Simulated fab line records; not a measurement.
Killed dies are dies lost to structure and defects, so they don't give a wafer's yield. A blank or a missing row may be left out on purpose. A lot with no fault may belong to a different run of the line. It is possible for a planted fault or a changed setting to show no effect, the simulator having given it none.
Check for tools in common || flow berkeley cmos170 || 15 lots and 45 wafers in the sample

== REASON FOR OPENING ==
3 of 15 lots carry a flag on the reading PFIELD_OVL at UCB170_PFIELD_OVL_MEAS_06. Fault-free wafers read -4 nm, with a standard deviation of 5.3.
Rule: a lot is flagged in two cases, either no wafer of it has a number, or all its wafers with numbers fall more than 4 standard deviations from that mean. All remaining lots are regarded as sound.

{"lot": "L656", "measured": "day 5 00:40", "on": "overlay-02", "PFIELD_OVL (nm), wafer by wafer": "-1 11 3", "flag": ""}
{"lot": "L657", "measured": "day 5 01:12", "on": "overlay-02", "PFIELD_OVL (nm), wafer by wafer": "-7 0 2", "flag": ""}
{"lot": "L658", "measured": "day 5 12:50", "on": "overlay-02", "PFIELD_OVL (nm), wafer by wafer": "-4 0 9", "flag": ""}
{"lot": "L659", "measured": "day 5 20:59", "on": "overlay-02", "PFIELD_OVL (nm), wafer by wafer": "2 -1 -4", "flag": ""}
{"lot": "L661", "measured": "day 5 21:26", "on": "overlay-02", "PFIELD_OVL (nm), wafer by wafer": "-7 2 -1", "flag": ""}
{"lot": "L660", "measured": "day 5 21:32", "on": "overlay-01", "PFIELD_OVL (nm), wafer by wafer": "-6 -7 3", "flag": ""}
{"lot": "L663", "measured": "day 6 04:13", "on": "overlay-02", "PFIELD_OVL (nm), wafer by wafer": "-4 -8 -6", "flag": ""}
{"lot": "L664", "measured": "day 6 18:38", "on": "overlay-01", "PFIELD_OVL (nm), wafer by wafer": "-3 -8 -13", "flag": ""}
{"lot": "L666", "measured": "day 7 05:37", "on": "overlay-01", "PFIELD_OVL (nm), wafer by wafer": "3 3 6", "flag": ""}
{"lot": "L667", "measured": "day 7 17:49", "on": "overlay-01", "PFIELD_OVL (nm), wafer by wafer": "256 256 260", "flag": "FLAGGED"}
{"lot": "L669", "measured": "day 8 01:34", "on": "overlay-01", "PFIELD_OVL (nm), wafer by wafer": "-5 0 -9", "flag": ""}
{"lot": "L671", "measured": "day 8 11:29", "on": "overlay-02", "PFIELD_OVL (nm), wafer by wafer": "251 249 255", "flag": "FLAGGED"}
{"lot": "L673", "measured": "day 8 20:37", "on": "overlay-02", "PFIELD_OVL (nm), wafer by wafer": "252 253 253", "flag": "FLAGGED"}
{"lot": "L675", "measured": "day 9 12:26", "on": "overlay-01", "PFIELD_OVL (nm), wafer by wafer": "-9 -10 0", "flag": ""}
{"lot": "L677", "measured": "day 10 03:13", "on": "overlay-01", "PFIELD_OVL (nm), wafer by wafer": "-1 -2 3", "flag": ""}
The numbers of the flagged lots are 254 nm on average: +258 nm against the usual, or +49 standard deviations.

== TOOL THAT RAN EACH LOT ==
The record holds 1 process step before the reading, out of a route of 331 steps. Every cell lists first the tool, next ch and the chambers used by the sampled wafers, and last the start.
{"lot": "L656", "flag": "", "UCB170_PFIELD_EXPOSE_03": "krf scanner-01 ch 0, day 5 00:10"}
{"lot": "L657", "flag": "", "UCB170_PFIELD_EXPOSE_03": "krf scanner-02 ch 0, day 5 00:31"}
{"lot": "L658", "flag": "", "UCB170_PFIELD_EXPOSE_03": "krf scanner-01 ch 0, day 5 12:25"}
{"lot": "L659", "flag": "", "UCB170_PFIELD_EXPOSE_03": "krf scanner-01 ch 0, day 5 20:16"}
{"lot": "L661", "flag": "", "UCB170_PFIELD_EXPOSE_03": "krf scanner-02 ch 0, day 5 20:31"}
{"lot": "L660", "flag": "", "UCB170_PFIELD_EXPOSE_03": "krf scanner-01 ch 0, day 5 20:50"}
{"lot": "L663", "flag": "", "UCB170_PFIELD_EXPOSE_03": "krf scanner-01 ch 0, day 6 03:49"}
{"lot": "L664", "flag": "", "UCB170_PFIELD_EXPOSE_03": "krf scanner-02 ch 0, day 6 18:15"}
{"lot": "L666", "flag": "", "UCB170_PFIELD_EXPOSE_03": "krf scanner-01 ch 0, day 7 05:14"}
{"lot": "L667", "flag": "FLAGGED", "UCB170_PFIELD_EXPOSE_03": "krf scanner-01 ch 0, day 7 17:23"}
{"lot": "L669", "flag": "", "UCB170_PFIELD_EXPOSE_03": "krf scanner-02 ch 0, day 8 01:11"}
{"lot": "L671", "flag": "FLAGGED", "UCB170_PFIELD_EXPOSE_03": "krf scanner-01 ch 0, day 8 10:42"}
{"lot": "L673", "flag": "FLAGGED", "UCB170_PFIELD_EXPOSE_03": "krf scanner-01 ch 0, day 8 20:14"}
{"lot": "L675", "flag": "", "UCB170_PFIELD_EXPOSE_03": "krf scanner-02 ch 0, day 9 12:02"}
{"lot": "L677", "flag": "", "UCB170_PFIELD_EXPOSE_03": "krf scanner-02 ch 0, day 10 02:34"}
These steps, and what they do:
- UCB170_PFIELD_EXPOSE_03: exposes mask PFIELD, target cd 1500 nm.
- UCB170_PFIELD_OVL_MEAS_06

== FLAGGED AGAINST TOTAL, ONE TOOL AT A TIME (gauges that did the reading follow at the end) ==
{"step": "UCB170_PFIELD_EXPOSE_03", "tool": "krf scanner-01", "lots run": 9, "flagged": 3, "share of the flagged lots": "all", "sound lots run after its first flagged lot": 0}
{"step": "UCB170_PFIELD_EXPOSE_03", "tool": "krf scanner-02", "lots run": 6, "flagged": 0, "share of the flagged lots": "none", "sound lots run after its first flagged lot": "-"}
{"step": "UCB170_PFIELD_OVL_MEAS_06", "tool": "overlay-01", "lots run": 7, "flagged": 1, "share of the flagged lots": "some", "sound lots run after its first flagged lot": "3 (L669,L675,L677)"}
{"step": "UCB170_PFIELD_OVL_MEAS_06", "tool": "overlay-02", "lots run": 8, "flagged": 2, "share of the flagged lots": "some", "sound lots run after its first flagged lot": 0}

== THE TABLE: WHAT IT ALLOWS ==
All flagged lots share 1 row of the table, namely krf scanner-01 at UCB170_PFIELD_EXPOSE_03.
- krf scanner-01 at UCB170_PFIELD_EXPOSE_03: 3 of its 9 lots flagged. Last sound lot L666 at day 7 05:14, first flagged lot L667 at day 7 17:23; a fault beginning in between fits.
Left over: one tool, krf scanner-01 at UCB170_PFIELD_EXPOSE_03.

== WHAT THE SIMULATOR HAD INSERTED ==
Scanner matching overlay: krf scanner-01, from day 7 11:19 on, at UCB170_PFIELD_EXPOSE_03. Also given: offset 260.
Struck lots among those shown: L667, L671, L673. Same finding as the rule above.
